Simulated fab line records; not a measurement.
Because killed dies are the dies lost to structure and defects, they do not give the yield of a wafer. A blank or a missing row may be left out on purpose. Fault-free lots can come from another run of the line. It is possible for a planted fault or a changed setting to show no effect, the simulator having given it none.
fab line records    flow rit-cmos
record: lots: 6  wafers: 18  last-day: 8
route steps=202 shown ACTIVE@1 M1@202
lots that met no fault: from a run of the same line without faults
start-h: hours from the record's opening day to when the first of the lot's shown wafers began    wait-h: how many hours have passed since the lot's step before this one    " as in the row above    L1.1+2: one row covering several wafers at once    - no value, or no start was given    * or withheld: withheld    < > ~ a bound
route shown NAME@n: NAME is a module with steps in the file, n the number in the route of the first one    usual: mean/standard deviation taken from wafers without a fault    same: alike in all rows    chamber/n: place in a boat    sites: readings site by site    _std_site: the values' standard deviation    _edge_site: the outer-site mean with the inner-site mean subtracted    radius-mm: how far each site lies from the wafer's centre    mask NAME#n: copy n    behind: the last tool/chamber to shape the wafer    hold: what put the lot on hold/how long, in hours/how the hold closed    device: transistor that didn't switch, given as n, p or np    end of line: the tests these same wafers got at the end of their route    where a step has no rows: the recipe by itself    killed: at the first sort, the dies lost to defects and structure; wafer yield is something else    map: a wafer's dies, marking killed ones x, the rest . and places with no die _
set.NAME: the run value of the setting; set.NAME@STEP: its run value at that earlier step    model.NAME: the simulator's own value behind a step, which no gauge read
lots at some steps of the route; a table a step, a row a wafer
== steps ==
step: RIT_ACTIVE_BOW_MEAS_00
recipe: mode: bow
usual: INCOMING_BOW: 0/6
lot.wafer  tool           chamber  start-h  wait-h  INCOMING_BOW[um]
L373.1     film-metro-02  -        15.00    -       -8
L373.2     "              -        "        "       -5
L373.5     "              -        "        "       -6
L379.2     film-metro-02  -        45.02    -       6
L379.5     "              -        "        "       3
L379.6     "              -        "        "       1
L387.2     film-metro-03  -        85.02    -       -2
L387.3     "              -        "        "       -4
L387.5     "              -        "        "       -12
L388.2     film-metro-01  -        90.02    -       1
L388.4     "              -        "        "       1
L388.5     "              -        "        "       2
L393.1     film-metro-03  -        115.00   -       -7
L393.2     "              -        "        "       3
L393.6     "              -        "        "       0
L395.2     film-metro-02  -        125.02   -       5
L395.5     "              -        "        "       -4
L395.6     "              -        "        "       -5
step: RIT_ACTIVE_OXIDATION_01
recipe: temp-c: 1000  ambient: O2  target-thk-a: 468  ox-time-s: 3360
step: RIT_ACTIVE_THK_MEAS_02
recipe: reads: SiO2_of_ACTIVE_OXIDATION_01
usual: ACTIVE_OXIDE_THK: 46.6/0.71
lot.wafer  tool           chamber  start-h  wait-h  ACTIVE_OXIDE_THK[nm]
L373.1     film-metro-03  -        17.64    0.0     46.3
L373.2     "              -        "        "       46.2
L373.5     "              -        "        "       46.8
L379.2     film-metro-02  -        47.87    0.0     46.7
L379.5     "              -        "        "       46.5
L379.6     "              -        "        "       47.6
L387.2     film-metro-03  -        88.96    0.0     46.3
L387.3     "              -        "        "       46.6
L387.5     "              -        "        "       46.6
L388.2     film-metro-03  -        92.80    0.0     46.6
L388.4     "              -        "        "       46.9
L388.5     "              -        "        "       46.7
L393.1     film-metro-01  -        121.53   0.0     46.5
L393.2     "              -        "        "       46.5
L393.6     "              -        "        "       46.6
L395.2     film-metro-01  -        132.27   0.0     46.9
L395.5     "              -        "        "       47.3
L395.6     "              -        "        "       46.8
step: RIT_ACTIVE_CVD_03
recipe: material: Si3N4  target-thk-nm: 150  temp-c: 810  precursor: SiH2Cl2/NH3  time-s: 1500  pressure-mtorr: 300  sih2cl2-flow-sccm: 60  nh3-flow-sccm: 150
usual: nh3-flow-sccm: 150.1/0.39  pressure-mtorr: 299.9/0.74  spike-tc-centre-C: 812.8/1.2  zone-power-centre-pct: 34.0/1.2
lot.wafer  tool      chamber  start-h  wait-h  nh3-flow-sccm  pressure-mtorr  spike-tc-centre-C  zone-power-centre-pct
L373.1     lpcvd-02  0        18.11    0.5     149.3          300.8           813.7              34.7
L373.2     "         0        "        "       150.4          300.0           812.7              34.4
L373.5     "         0        "        "       149.8          300.0           814.0              33.8
L379.2     lpcvd-02  1        48.18    0.3     150.8          299.3           813.4              36.5
L379.5     "         1        "        "       150.0          299.5           812.0              36.4
L379.6     "         1        "        "       150.5          300.6           813.5              37.2
L387.2     lpcvd-01  1        89.01    0.0     -              -               -                  -
L387.3     "         1        "        "       -              -               -                  -
L387.5     "         1        "        "       -              -               -                  -
L388.2     lpcvd-02  0        93.25    0.4     -              -               -                  -
L388.4     "         0        "        "       -              -               -                  -
L388.5     "         0        "        "       -              -               -                  -
L393.1     lpcvd-02  1        121.59   0.1     150.3          298.2           812.1              35.7
L393.2     "         1        "        "       150.1          299.2           813.1              36.7
L393.6     "         1        "        "       149.5          298.5           812.7              36.1
L395.2     lpcvd-02  0        132.32   0.0     150.5          300.3           811.9              34.1
L395.5     "         0        "        "       149.8          300.4           814.0              34.4
L395.6     "         0        "        "       149.8          300.7           810.6              34.2
step: RIT_M1_PROBE_99
usual: defect-limited-yield: 97.3/1.2  killed-at-contacts: 0.1/0.3  killed-at-front-end: 7/3.1  killed-dies: 7/3.1  killed-open: 3.8/2.3  killed-short: 3.2/1.9  sort_bin_3_pad_short: 0.1/0.2  sort_bin_5_function: 1.6/0.91  sort_bin_6_memory: 1.0/0.6  sort-n-pass: 257/3.1  sort-yield-pct: 97.3/1.2
same: gross-dies: 264  killed_at_M0_to_M3: 0  killed_at_M4_up: 0  killed-at-back-side: 0  killed-at-other: 0
lot.wafer  tool       chamber  start-h  wait-h  defect-limited-yield[%]  killed-at-contacts  killed-at-front-end  killed-dies  killed-open  killed-short  sort_bin_3_pad_short[%]  sort_bin_5_function[%]  sort_bin_6_memory[%]  sort-n-pass  sort-yield-pct[%]
L373.1     prober-02  -        69.11    0.1     96.2                     0                   10                   10           5            5             0.4                      2.7                     0.8                   254          96.2
L373.2     prober-02  -        69.16    0.1     97.3                     0                   7                    7            3            4             0.4                      1.5                     0.8                   257          97.3
L373.5     prober-02  -        69.31    0.2     98.5                     0                   4                    4            1            3             0                        0.4                     1.1                   260          98.5
L379.2     prober-02  -        96.96    0.1     98.5                     0                   4                    4            2            2             0                        0.4                     1.1                   260          98.5
L379.5     prober-02  -        97.11    0.2     97.7                     0                   6                    6            2            4             0                        1.1                     1.1                   258          97.7
L379.6     prober-02  -        97.16    0.2     96.6                     0                   9                    9            6            3             0.4                      1.5                     1.5                   255          96.6
L393.1     prober-01  -        184.32   0.1     98.9                     0                   3                    3            1            2             0.4                      0.4                     0.4                   261          98.9
L393.2     prober-01  -        184.37   0.1     97.3                     0                   7                    7            4            3             0.8                      1.1                     0.8                   257          97.3
L393.6     prober-01  -        184.57   0.2     97.3                     0                   7                    7            4            3             0.4                      1.5                     0.8                   257          97.3
L395.2     prober-02  -        194.39   0.1     97.3                     0                   7                    7            3            4             0                        1.1                     1.5                   257          97.3
L395.5     prober-02  -        194.54   0.2     97.3                     1                   6                    7            3            4             0.4                      1.1                     1.1                   257          97.3
L395.6     prober-02  -        194.59   0.2     97.3                     0                   7                    7            2            5             0                        1.1                     1.5                   257          97.3
killed by level:class
L373.1 GATE:geometric-particle:open=4 GATE:geometric-particle:short=2 SPACER:geometric-particle:short=2 FOX1:geometric-particle:short=1 REOX:geometric-particle:open=1
L373.2 GATE:geometric-particle:open=3 GATE:geometric-particle:short=2 SPACER:geometric-particle:short=2
L373.5 REOX:geometric-particle:short=2 SPACER:geometric-particle:short=1 SPACER:geometric-particle:open=1
L379.2 FOX1:geometric-particle:short=2 SPACER:geometric-particle:open=1 SILICIDE:geometric-particle:open=1
L379.5 SPACER:geometric-particle:short=3 GATE:geometric-particle:open=1 REOX:geometric-particle:open=1 SILICIDE:geometric-particle:short=1
L379.6 GATE:geometric-particle:open=3 SPACER:geometric-particle:open=2 GATE:geometric-particle:short=1 SPACER:geometric-particle:short=1 SILICIDE:geometric-particle:short=1 SILICIDE:geometric-particle:open=1
L393.1 FOX1:geometric-particle:short=1 GATE:geometric-particle:open=1 GATE:geometric-particle:short=1
L393.2 FOX2:geometric-particle:open=2 FOX2:geometric-particle:short=1 GATE:geometric-particle:short=1 GATE:geometric-particle:open=1 REOX:geometric-particle:short=1 SILICIDE:geometric-particle:open=1
L393.6 GATE:geometric-particle:open=2 SPACER:geometric-particle:short=2 GATE:geometric-particle:short=1 REOX:geometric-particle:open=1 SILICIDE:geometric-particle:open=1
L395.2 REOX:geometric-particle:short=2 SPACER:geometric-particle:short=2 FOX1:geometric-particle:open=1 GATE:geometric-particle:open=1 SPACER:geometric-particle:open=1
L395.5 SPACER:geometric-particle:short=2 FOX1:geometric-particle:open=1 GATE:geometric-particle:open=1 REOX:geometric-particle:short=1 SPACER:geometric-particle:open=1 CONTACT:geometric-particle:short=1
L395.6 GATE:geometric-particle:short=2 FOX1:geometric-particle:short=1 FOX2:geometric-particle:short=1 FOX2:geometric-particle:open=1 REOX:geometric-particle:open=1 REOX:geometric-particle:short=1
== key ==
first-sign: step: RIT_ACTIVE_CVD_03  reading: tool-record  direction: missing
effect none on later readings
met-at RIT_ACTIVE_CVD_03
struck-wafers L387.2,L387.3,L387.5,L388.2,L388.4,L388.5
scrapped-behind RIT_ACTIVE_THK_MEAS_04 L387.2,L387.3,L387.5,L388.2,L388.4,L388.5
onset-between 48.18 89.01
fault: kind: skipped-step-whole  tool: lpcvd-01,lpcvd-02  chamber: -  onset-h: 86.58  steps: RIT_ACTIVE_CVD_03  scope: struck-lots-only
